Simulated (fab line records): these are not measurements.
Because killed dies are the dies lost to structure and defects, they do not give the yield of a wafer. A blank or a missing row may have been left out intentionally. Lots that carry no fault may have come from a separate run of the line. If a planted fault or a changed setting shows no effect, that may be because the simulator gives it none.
2 desks looking at one fault    flow berkeley_cmos170    numbers are kept per desk, each desk with only its own; the story behind them comes last

== FOR THE TOOL OWNER'S DESK: rie_metal-01 ==
The tool's own readings at UCB170_M2_METAL_ETCH_18 (etches Al in Cl2/BCl3, stops on SiO2, target depth 1170 nm, time 195 s): means of the sampled wafers that have a number, for each lot that ran on this tool. Marked OUT: a lot whose mean sits more than 4 standard deviations from the usual mean, which makes it out of limits; the brackets give that distance.
Columns: A = bias_w at UCB170_M2_METAL_ETCH_18, usual 120.0 W; B = drypump_motor_current_A at UCB170_M2_METAL_ETCH_18, usual 5.7 A; C = oes_product_au at UCB170_M2_METAL_ETCH_18, usual 0.862 a.u.; D = throttle_valve_pct at UCB170_M2_METAL_ETCH_18, usual 24.40 %
lot   first seen here  A      B    C      D
L183  day 8 18:01      120.0  6.1  0.860  24.53
L187  day 9 19:23      119.9  6.1  0.850  24.52
L190  day 10 08:37     119.7  6.1  0.863  24.52
L197  day 12 01:26     119.8  6.1  0.864  24.52
L198  day 12 11:59     120.2  6.1  0.869  24.53
Result from this desk: across the 5 lots, nothing is out of limits.

== THE METROLOGY DESK ==
What the gauges read, lot by lot, whatever tool the lot ran on: means of the sampled wafers that have a number. Marked OUT: a lot whose mean sits more than 4 standard deviations from the usual mean, which makes it out of limits; the brackets give that distance.
Columns: A = cd_nm at UCB170_M2_CD_MEAS_90, usual 699.5 nm
lot   first seen here  A
L184  day 8 06:08      698.1
L183  day 8 18:17      700.7
L186  day 8 20:41      695.9
L187  day 9 19:41      696.8
L190  day 10 08:54     700.1
L189  day 10 10:19     694.7
L188  day 10 13:25     701.5
L197  day 12 01:43     683.6 (-5.7) OUT
L199  day 12 11:58     701.4
L198  day 12 12:18     683.6 (-5.7) OUT
L202  day 12 23:58     698.5
L201  day 13 03:41     698.5
L205  day 13 08:12     701.9
L206  day 13 22:42     702.3
This desk's verdict: out of limits on L197, L198, starting with L197 at day 12 01:43 (cd_nm at UCB170_M2_CD_MEAS_90). Within limits: L184, L183, L186, L187, L190, L189, L188, L199, L202, L201, L205, L206.

== BROUGHT TOGETHER ==
Metrology desk: alarm possible at day 12 01:43 on L197, L198.
The desk of the tool owner found nothing out of limits.
The tool owner's desk has L197, L198 on record, within its limits.
Every lot named ran UCB170_M2_METAL_ETCH_18 on rie_metal-01.

== WHAT THE SIMULATOR HAD INSERTED ==
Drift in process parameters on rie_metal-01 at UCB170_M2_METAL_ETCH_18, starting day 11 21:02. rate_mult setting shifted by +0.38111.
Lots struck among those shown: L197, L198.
Per desk, hours elapsed from the start of the fault to the first reading out of limits: for the metrology desk, 5.
